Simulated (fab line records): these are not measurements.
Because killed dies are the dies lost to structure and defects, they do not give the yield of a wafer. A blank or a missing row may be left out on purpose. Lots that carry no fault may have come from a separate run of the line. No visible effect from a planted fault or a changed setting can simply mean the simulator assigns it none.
Which of the tools did it? ; flow berkeley-cmos170 ; 14 lots with 42 wafers sampled at 2 steps, on a route of 331 steps

WHAT EACH GAUGE READ, for each wafer
UCB170_PFIELD_TW_MEAS_09. Usual: for PFIELD_TW the level is 603.7 and the standard deviation is 2.7.
lot;measured;on;PFIELD_TW;flag
L703;day 4 03:41;film-metro-03;605.2 604.3 604.6;
L704;day 4 08:55;film-metro-02;752.9 749.4 753.0 757.9 754.9 749.4;OFF
L705;day 4 15:11;film-metro-01;599.5 599.3 599.2;
L711;day 5 14:56;film-metro-01;602.2 604.8 605.4;
L710;day 5 15:41;film-metro-02;753.7 752.5 754.0 756.1 754.4 753.3;OFF
L709;day 6 09:04;film-metro-02;605.0 602.8 604.2;
L719;day 7 12:16;film-metro-03;604.8 600.9 599.1;
L717;day 7 12:27;film-metro-01;603.1 600.9 601.1;
L718;day 7 12:40;film-metro-03;600.1 600.3 600.6;
L721;day 8 04:53;film-metro-01;597.6 600.5 600.0;
L722;day 8 05:14;film-metro-02;604.6 601.3 605.0;
L723;day 8 09:10;film-metro-03;605.2 602.1 601.2;
L725;day 8 15:43;film-metro-03;604.8 600.1 602.0;
L724;day 8 16:00;film-metro-01;601.8 601.0 602.0;

EACH LOT AND THE TOOL THAT RAN IT (in order: tool; ch and the chambers of the sampled wafers; start)
lot;UCB170_PFIELD_IMPLANT_07
L703;implanter-04 ch 0, day 4 03:28
L704;implanter-04 ch 0, day 4 08:21
L705;implanter-02 ch 0, day 4 14:59
L711;implanter-02 ch 0, day 5 14:41
L710;implanter-04 ch 0, day 5 15:10
L709;implanter-02 ch 0, day 6 08:50
L719;implanter-04 ch 0, day 7 12:03
L717;implanter-01 ch 0, day 7 12:12
L718;implanter-02 ch 0, day 7 12:25
L721;implanter-02 ch 0, day 8 04:38
L722;implanter-01 ch 0, day 8 04:59
L723;implanter-02 ch 0, day 8 08:55
L725;implanter-02 ch 0, day 8 15:28
L724;implanter-01 ch 0, day 8 15:46
- UCB170_PFIELD_IMPLANT_07

AS READ BY THE TOOLS THEMSELVES (means over the sampled wafers that have a number; for cases with no such wafer, the mark the record gives instead)
The record holds no such reading with a usual standard deviation.

THE ANSWER, worked out from the rows above alone
Rule: a lot counts as off when the mean over its wafers that have a number is more than 3 standard deviations away from the usual mean. Also off: a lot with no number at a reading for which 4 or more lots have one. Any other lot the step has rows for is counted as sound. First the gauges in route order, then the tools' own readings, where a lot's mean is used as printed above. The first step at which some lot is off is used, and at that step the reading that is off furthest; a lot without a number counts as furthest.
Off: L704, L710, at UCB170_PFIELD_TW_MEAS_09 (PFIELD_TW).
If a tool, at a process step before that reading, ran all the lots that are off and no sound lot after the first of them, it fits. Gauges at UCB170_PFIELD_TW_MEAS_09: tried the same way as those tools. Not one of the candidates tried fits.

WHAT THE SIMULATOR PUT IN
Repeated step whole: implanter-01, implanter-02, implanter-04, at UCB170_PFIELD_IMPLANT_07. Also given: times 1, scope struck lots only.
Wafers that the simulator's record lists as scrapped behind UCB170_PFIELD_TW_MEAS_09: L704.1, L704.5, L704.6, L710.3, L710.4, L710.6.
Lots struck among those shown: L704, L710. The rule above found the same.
